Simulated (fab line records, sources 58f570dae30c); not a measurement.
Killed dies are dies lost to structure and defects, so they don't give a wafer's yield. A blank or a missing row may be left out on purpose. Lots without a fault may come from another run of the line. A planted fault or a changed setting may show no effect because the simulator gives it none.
Which tool did it? | flow berkeley_cmos170 | 14 lots, 42 wafers sampled, at 6 steps of a route of 331

WHAT THE GAUGES READ, wafer by wafer
UCB170_ACTIVE_THK_MEAS_06.
lot  | measured    | on            | ACTIVE_NITRIDE_THK (nm)
L430 | day 4 18:47 | film_metro-03 | 220.5 221.5 220.5
L432 | day 5 04:14 | film_metro-04 | 219.5 219.7 220.1
L433 | day 5 04:14 | film_metro-03 | 220.3 221.2 220.2
L431 | day 5 04:15 | film_metro-01 | 220.4 220.6 219.5
L434 | day 5 09:55 | film_metro-04 | 217.0 217.6 217.8
L435 | day 5 23:16 | film_metro-03 | 217.0 217.5 216.2
L436 | day 5 23:16 | film_metro-04 | 219.5 219.8 219.8
L438 | day 6 06:36 | film_metro-01 | 219.7 218.0 220.1
L437 | day 6 06:37 | film_metro-03 | 218.9 219.8 218.1
L440 | day 6 12:06 | film_metro-03 | 216.7 217.4 218.4
L439 | day 6 12:08 | film_metro-04 | 220.0 222.5 223.4
L451 | day 8 23:22 | film_metro-04 | 220.0 219.7 219.7
L453 | day 9 14:08 | film_metro-01 | 221.4 220.0 220.8
L452 | day 9 14:09 | film_metro-03 | 216.9 219.8 218.5

UCB170_PLDD_TW_MEAS_11.
lot  | measured     | on            | PLDD_TW
L430 | day 7 05:53  | film_metro-03 | 997 995 996
L432 | day 7 22:40  | film_metro-03 | 999 995 992
L433 | day 7 22:41  | film_metro-01 | 1003 1001 1003
L431 | day 7 22:37  | film_metro-04 | 1019 1027 1019
L434 | day 7 22:22  | film_metro-01 | 1007 1007 1010
L435 | day 8 13:57  | film_metro-04 | 1023 1023 1026
L436 | day 8 14:14  | film_metro-03 | 996 998 992
L438 | day 8 14:30  | film_metro-01 | 1008 1008 1003
L437 | day 8 13:47  | film_metro-01 | 1007 1005 1010
L440 | day 9 06:35  | film_metro-03 | 1140 1126 1133
L439 | day 9 06:27  | film_metro-04 | 1154 1158 1154
L451 | day 11 11:42 | film_metro-03 | 991 994 990
L453 | day 11 19:35 | film_metro-03 | 997 998 988
L452 | day 11 19:02 | film_metro-03 | 992 993 993

UCB170_NSD_CD_MEAS_06: target cd 1200 nm.
lot  | measured     | on        | cd_nm (nm)
L430 | day 7 18:32  | cd_sem-02 | 1198.3 1198.5 1199.7
L432 | day 8 10:57  | cd_sem-02 | 1201.9 1202.9 1200.5
L433 | day 8 11:09  | cd_sem-01 | 1200.1 1199.7 1201.2
L431 | day 8 10:07  | cd_sem-02 | 1201.3 1200.8 1200.4
L434 | day 8 10:25  | cd_sem-02 | 1199.5 1199.8 1197.2
L435 | day 9 01:49  | cd_sem-02 | 1198.0 1198.9 1199.1
L436 | day 9 04:10  | cd_sem-01 | 1201.2 1200.0 1201.4
L438 | day 9 04:43  | cd_sem-02 | 1199.7 1200.3 1198.7
L437 | day 9 02:02  | cd_sem-02 | 1199.2 1198.3 1199.5
L440 | day 9 20:43  | cd_sem-02 | 1199.9 1198.6 1198.8
L439 | day 9 21:14  | cd_sem-01 | 1198.6 1199.1 1198.1
L451 | day 12 00:40 | cd_sem-02 | 1200.6 1201.0 1199.5
L453 | day 12 06:31 | cd_sem-02 | 1199.7 1200.3 1199.9
L452 | day 12 05:23 | cd_sem-01 | 1198.9 1198.9 1198.5

UCB170_SDANNEAL_RS_MEAS_04: measures by four-point-probe.
lot  | measured     | on            | PLDD_RS (ohm/sq)
L430 | day 7 21:27  | film_metro-01 | 1031.7 1032.6 1033.1
L432 | day 8 12:42  | film_metro-04 | 1033.2 1032.5 1034.8
L433 | day 8 12:53  | film_metro-03 | 1030.1 1029.5 1028.1
L431 | day 8 11:52  | film_metro-04 | 1033.6 1029.6 1032.5
L434 | day 8 12:14  | film_metro-03 | 1032.4 1027.5 1031.6
L435 | day 9 05:48  | film_metro-04 | 1032.8 1031.6 1030.0
L436 | day 9 06:36  | film_metro-01 | 1028.9 1030.4 1029.7
L438 | day 9 06:56  | film_metro-03 | 1032.9 1035.2 1034.6
L437 | day 9 05:57  | film_metro-01 | 1032.1 1033.0 1034.0
L440 | day 9 22:37  | film_metro-01 | 754.3 754.4 752.9
L439 | day 9 23:05  | film_metro-04 | 755.3 759.5 757.6
L451 | day 12 05:10 | film_metro-03 | 1031.3 1033.7 1034.4
L453 | day 12 08:17 | film_metro-01 | 1031.6 1031.2 1027.5
L452 | day 12 07:19 | film_metro-01 | 1034.2 1030.0 1032.3

WHICH TOOL RAN EACH LOT (tool, then ch and the chambers of the sampled wafers, then the start)
lot  | UCB170_PLDD_IMPLANT_08          | UCB170_PSD_STRIP_09
L430 | implanter-02 ch 0, day 7 05:29  | plasma_asher-02 ch 0,1, day 7 15:43
L432 | implanter-02 ch 0, day 7 22:14  | plasma_asher-01 ch 0,1, day 8 09:05
L433 | implanter-03 ch 0, day 7 22:17  | plasma_asher-02 ch 0,1, day 8 09:13
L431 | implanter-01 ch 0, day 7 21:59  | plasma_asher-02 ch 0,1, day 8 08:47
L434 | implanter-03 ch 0, day 7 21:58  | plasma_asher-03 ch 0,1, day 8 08:51
L435 | implanter-03 ch 0, day 8 13:33  | plasma_asher-02 ch 0,1, day 9 00:00
L436 | implanter-02 ch 0, day 8 13:50  | plasma_asher-03 ch 1, day 9 00:13
L438 | implanter-03 ch 0, day 8 14:06  | plasma_asher-02 ch 0,1, day 9 00:39
L437 | implanter-02 ch 0, day 8 13:24  | plasma_asher-03 ch 0,1, day 8 23:56
L440 | implanter-01 ch 0, day 9 05:36  | plasma_asher-02 ch 0,1, day 9 19:18
L439 | implanter-02 ch 0, day 9 05:41  | plasma_asher-01 ch 0,1, day 9 19:37
L451 | implanter-02 ch 0, day 11 11:18 | plasma_asher-02 ch 0,1, day 11 22:50
L453 | implanter-01 ch 0, day 11 19:11 | plasma_asher-02 ch 0,1, day 12 04:50
L452 | implanter-01 ch 0, day 11 18:40 | plasma_asher-02 ch 0,1, day 12 04:10
- UCB170_PLDD_IMPLANT_08
- UCB170_PSD_STRIP_09: strips in O2.

WHAT THE TOOLS THEMSELVES READ (means of the sampled wafers that have a number; where no wafer has one, the mark that the record gives instead)
UCB170_PSD_STRIP_09.
lot  | tool            | drypump_motor_current_A (A) | oes_product_au (a.u.) | strip_time_to_endpoint_s (s)
L430 | plasma_asher-02 | 5.9                         | 0.599                 | 29.41
L432 | plasma_asher-01 | 6.4                         | 0.600                 | 29.52
L433 | plasma_asher-02 | 5.9                         | 0.597                 | 29.58
L431 | plasma_asher-02 | 5.7                         | 0.603                 | 29.38
L434 | plasma_asher-03 | 6.0                         | 0.595                 | 29.40
L435 | plasma_asher-02 | 5.7                         | 0.596                 | 29.37
L436 | plasma_asher-03 | 6.1                         | 0.599                 | 29.19
L438 | plasma_asher-02 | 5.7                         | 0.600                 | 29.49
L437 | plasma_asher-03 | 6.0                         | 0.598                 | 29.38
L440 | plasma_asher-02 | 5.7                         | 0.603                 | 29.44
L439 | plasma_asher-01 | 6.5                         | 0.595                 | 29.43
L451 | plasma_asher-02 | 5.7                         | 0.602                 | 29.47
L453 | plasma_asher-02 | 5.9                         | 0.599                 | 29.38
L452 | plasma_asher-02 | 5.7                         | 0.601                 | 29.37

THE ANSWER, worked out from the rows above alone
Rule: what is usual is taken from the lots themselves. Put in order of their means at a reading, lots are off if they are a third of the lots or fewer, leave a main group of 4 or more, and stand apart from it by a gap of 3 or more times the standard deviation of the main group's means; of several such gaps the widest counts. A main group whose means are all the same, to the digits that the tables above print for the reading, isn't used. A lot without any number at a reading at which 4 lots or more have one is off too. The other lots that the step has rows for count as sound. The gauges are gone through in route order, then the tools' own readings, and for those a lot's mean is taken as printed above. The first step at which some lot is off is used, and at that step the reading that is off furthest; a lot without a number counts as furthest.
Off: L440, L439, at UCB170_PLDD_TW_MEAS_11 (PLDD_TW). The main group: mean 1003, standard deviation 10.
A tool fits if, at a process step before that reading, it ran every lot that is off, and no sound lot after the first of them. The gauges at UCB170_PLDD_TW_MEAS_11 are tried like those tools. None of those tried fits.

WHAT THE SIMULATOR HAD PUT IN
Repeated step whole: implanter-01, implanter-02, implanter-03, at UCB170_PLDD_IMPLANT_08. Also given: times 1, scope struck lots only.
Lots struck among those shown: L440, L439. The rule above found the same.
